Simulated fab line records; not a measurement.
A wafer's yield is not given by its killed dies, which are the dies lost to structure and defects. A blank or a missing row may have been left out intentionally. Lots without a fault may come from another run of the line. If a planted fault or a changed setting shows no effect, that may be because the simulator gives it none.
fab line records | flow rit-cmos
record: lots: 14 | wafers: 42 | last-day: 7
route steps=202 shown PRETRO@66 M1@202
lots that met no fault: from a run of the same line without faults
start-h: hours from the record's first day to the start of the lot's first wafer shown | wait-h: how many hours have passed since the lot's step before this one | " as in the row above | L1.1+2: a row that stands for several wafers | - no value, or no start given | * or withheld: withheld | < > ~ a bound
route shown NAME@n: names a module that has steps shown in the file, with the first one's number in the route | usual: mean/standard deviation taken from wafers without a fault | same: alike in all rows | chamber/n: place in a boat | sites: the reading at each site | _std_site: standard deviation of those values | _edge_site: inner sites' mean taken away from outer sites' mean | radius-mm: for every site, how far away it sits from the centre of the wafer | mask NAME#n: copy n | behind: tool/chamber where the wafer was last shaped | hold: the reason the lot was held/the length of the hold in hours/how it ended | device: which transistor (n, p or np) failed to switch | end of line: the same wafers' tests at the end of the route | where a step has no rows: the recipe by itself | killed: count of dies lost to structure and defects at first sort (not the wafer's yield) | map: a wafer's dies, x killed, . not, _ none there
set.NAME: the setting as run; set.NAME@STEP: as run at that earlier step | model.NAME: the simulator's own value behind a step, which no gauge read
the route's steps for a sample of lots (tables are steps, rows are wafers)
services: the hour from which a tool's chamber was out of use, counted from the record's first day as start-h (under 0 if before that day), plus the number of hours and why
== steps ==
step: RIT_PRETRO_SOFTBAKE_02
recipe: resist: NOVOLAK | temp-c: 90 | time-s: 60
usual: heater-power-total-W: 34.56/0.048 | plate-temp-C: 90.01/0.12 | run-length-s: 89.10/0.14
lot.wafer | tool           | chamber | start-h | wait-h | heater-power-total-W | plate-temp-C | run-length-s
L625.1    | litho-track-01 | 0       | 32.78   | 0.1    | 34.57                | 89.95        | 88.98
L625.4    | "              | 0       | "       | "      | 34.55                | 89.92        | 89.16
L625.6    | "              | 0       | "       | "      | 34.55                | 90.02        | 89.04
L626.2    | litho-track-01 | 0       | 37.76   | 0.1    | 34.64                | 89.98        | 89.08
L626.4    | "              | 0       | "       | "      | 34.59                | 89.95        | 89.33
L626.6    | "              | 0       | "       | "      | 34.62                | 89.89        | 89.11
L627.1    | litho-track-04 | 0       | 45.53   | 0.1    | 34.62                | 89.98        | 89.24
L627.3    | "              | 0       | "       | "      | 34.53                | 89.96        | 89.22
L627.4    | "              | 0       | "       | "      | 34.55                | 89.85        | 89.34
L628.1    | litho-track-03 | 0       | 50.49   | 0.1    | 34.49                | 90.25        | 88.98
L628.4    | "              | 0       | "       | "      | 34.61                | 90.27        | 88.95
L628.6    | "              | 0       | "       | "      | 34.63                | 90.07        | 88.98
L629.3    | litho-track-04 | 0       | 51.65   | 0.1    | 34.50                | 90.11        | 89.22
L629.4    | "              | 0       | "       | "      | 34.46                | 90.20        | 89.15
L629.6    | "              | 0       | "       | "      | 34.56                | 89.99        | 89.09
L636.1    | litho-track-03 | 0       | 87.57   | 0.1    | 35.71                | -            | 82.71
L636.4    | "              | 0       | "       | "      | 35.80                | -            | 82.58
L636.5    | "              | 0       | "       | "      | 35.68                | -            | 82.50
L637.1    | litho-track-03 | 0       | 92.65   | 0.1    | 35.75                | -            | 82.54
L637.2    | "              | 0       | "       | "      | 35.77                | -            | 82.59
L637.3    | "              | 0       | "       | "      | 35.71                | -            | 82.63
L639.2    | litho-track-01 | 0       | 104.65  | 0.1    | 34.58                | 89.99        | 89.02
L639.4    | "              | 0       | "       | "      | 34.60                | 89.93        | 89.04
L639.6    | "              | 0       | "       | "      | 34.58                | 89.88        | 89.12
L640.1    | litho-track-04 | 0       | 106.55  | 0.1    | 34.51                | 90.24        | 89.10
L640.2    | "              | 0       | "       | "      | 34.60                | 90.14        | 89.12
L640.4    | "              | 0       | "       | "      | 34.54                | 89.97        | 89.43
L641.1    | litho-track-04 | 0       | 113.63  | 0.1    | 34.63                | 89.94        | 89.11
L641.3    | "              | 0       | "       | "      | 34.57                | 89.91        | 89.03
L641.4    | "              | 0       | "       | "      | 34.55                | 89.97        | 89.18
L642.2    | litho-track-01 | 0       | 117.55  | 0.1    | 34.54                | 90.05        | 89.05
L642.3    | "              | 0       | "       | "      | 34.58                | 90.11        | 89.16
L642.6    | "              | 0       | "       | "      | 34.53                | 90.18        | 89.44
L644.3    | litho-track-01 | 0       | 126.83  | 0.1    | 34.55                | 89.94        | 89.03
L644.4    | "              | 0       | "       | "      | 34.56                | 90.05        | 89.20
L644.6    | "              | 0       | "       | "      | 34.57                | 89.83        | 89.28
L645.1    | litho-track-01 | 0       | 132.31  | 0.1    | 34.59                | 89.93        | 89.01
L645.2    | "              | 0       | "       | "      | 34.54                | 89.92        | 88.98
L645.4    | "              | 0       | "       | "      | 34.62                | 90.09        | 88.96
L648.1    | litho-track-01 | 0       | 147.01  | 0.1    | 34.61                | 90.09        | 89.00
L648.2    | "              | 0       | "       | "      | 34.54                | 90.13        | 89.30
L648.6    | "              | 0       | "       | "      | 34.55                | 89.78        | 88.96
step: RIT_M1_PROBE_99
usual: killed_at_M0_to_M3: 0.0/0.12 | killed-at-contacts: 0.1/0.34 | killed-at-front-end: 7.0/2.9 | killed-dies: 7.2/2.9 | killed-open: 3.6/1.9 | killed-short: 3.5/2.1
same: gross-dies: 264 | killed_at_M4_up: 0 | killed-at-back-side: 0 | killed-at-other: 0
lot.wafer | tool      | chamber | start-h | wait-h | killed_at_M0_to_M3 | killed-at-contacts | killed-at-front-end | killed-dies | killed-open | killed-short
L636.1    | prober-02 | -       | 117.51  | 0.1    | 0                  | 1                  | 9                   | 10          | 4           | 6
L636.4    | prober-02 | -       | 117.66  | 0.2    | 0                  | 0                  | 4                   | 4           | 2           | 2
L636.5    | prober-02 | -       | 117.71  | 0.2    | 0                  | 0                  | 6                   | 6           | 5           | 1
L641.1    | prober-01 | -       | 141.63  | 0.1    | 0                  | 0                  | 13                  | 13          | 7           | 6
L641.3    | prober-01 | -       | 141.73  | 0.2    | 0                  | 0                  | 12                  | 12          | 7           | 5
L641.4    | prober-01 | -       | 141.78  | 0.2    | 0                  | 0                  | 4                   | 4           | 0           | 4
L645.1    | prober-01 | -       | 162.16  | 0.1    | 0                  | 0                  | 8                   | 8           | 6           | 2
L645.2    | prober-01 | -       | 162.21  | 0.1    | 0                  | 1                  | 4                   | 5           | 3           | 2
L645.4    | prober-01 | -       | 162.31  | 0.2    | 0                  | 0                  | 4                   | 4           | 2           | 2
killed by level:class
L636.1 REOX:geometric-particle:open=3 REOX:geometric-particle:short=3 FOX1:geometric-particle:short=1 SPACER:geometric-particle:short=1 SPACER:geometric-particle:open=1 CONTACT:geometric-particle:short=1
L636.4 GATE:geometric-particle:short=1 GATE:geometric-particle:open=1 REOX:geometric-particle:short=1 SILICIDE:geometric-particle:open=1
L636.5 FOX1:geometric-particle:open=2 GATE:geometric-particle:open=2 SPACER:geometric-particle:open=1 SILICIDE:geometric-particle:short=1
L641.1 FOX2:geometric-particle:open=5 FOX2:geometric-particle:short=2 SILICIDE:geometric-particle:short=2 REOX:geometric-particle:open=1 REOX:geometric-particle:short=1 SPACER:geometric-particle:short=1 SILICIDE:geometric-particle:open=1
L641.3 GATE:geometric-particle:open=3 FOX2:geometric-particle:open=2 FOX2:geometric-particle:short=2 GATE:geometric-particle:short=2 SPACER:geometric-particle:open=2 SILICIDE:geometric-particle:short=1
L641.4 SILICIDE:geometric-particle:short=2 FOX1:geometric-particle:short=1 SPACER:geometric-particle:short=1
L645.1 FOX2:geometric-particle:open=2 ACTIVE:geometric-particle:open=1 FOX1:geometric-particle:short=1 GATE:geometric-particle:open=1 REOX:geometric-particle:open=1 SILICIDE:geometric-particle:open=1 SILICIDE:geometric-particle:short=1
L645.2 FOX1:geometric-particle:open=1 FOX2:geometric-particle:open=1 GATE:geometric-particle:open=1 REOX:geometric-particle:short=1 CONTACT:geometric-particle:short=1
L645.4 GATE:geometric-particle:short=1 GATE:geometric-particle:open=1 REOX:geometric-particle:short=1 REOX:geometric-particle:open=1
== services ==
tool           | chamber | start-h | hours | kind
litho-track-03 | -       | 59.82   | -     | consumable-replace:filter
== key ==
first-sign: step: RIT_PRETRO_SOFTBAKE_02 | reading: run-length-s | direction: down | sigmas: 47 | usual: * | struck: *
effect: step: RIT_PRETRO_SOFTBAKE_02 | reading: heater-power-total-W | direction: up | sigmas: 24 | usual: 34.56 | struck: 35.74
met-at RIT_PRETRO_SOFTBAKE_02
struck-lots L636,L637
tester-left-out L636,L637
onset-between 50.49 87.57
fault: kind: process-parameter-drift | tool: litho-track-03 | chamber: - | onset-h: 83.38 | steps: RIT_PRETRO_SOFTBAKE_02 | channel: time-s | offset: * | shape: step | end-h: 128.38 | acts-in: * | stated: *
tester-left-out: of these lots the tester's yield and bins aren't shown, on N5 and GAA mostly nor the transistor test; their killed dies are dies lost to structure and defects alone, not to doping, threshold or leakage, so they don't give the yield
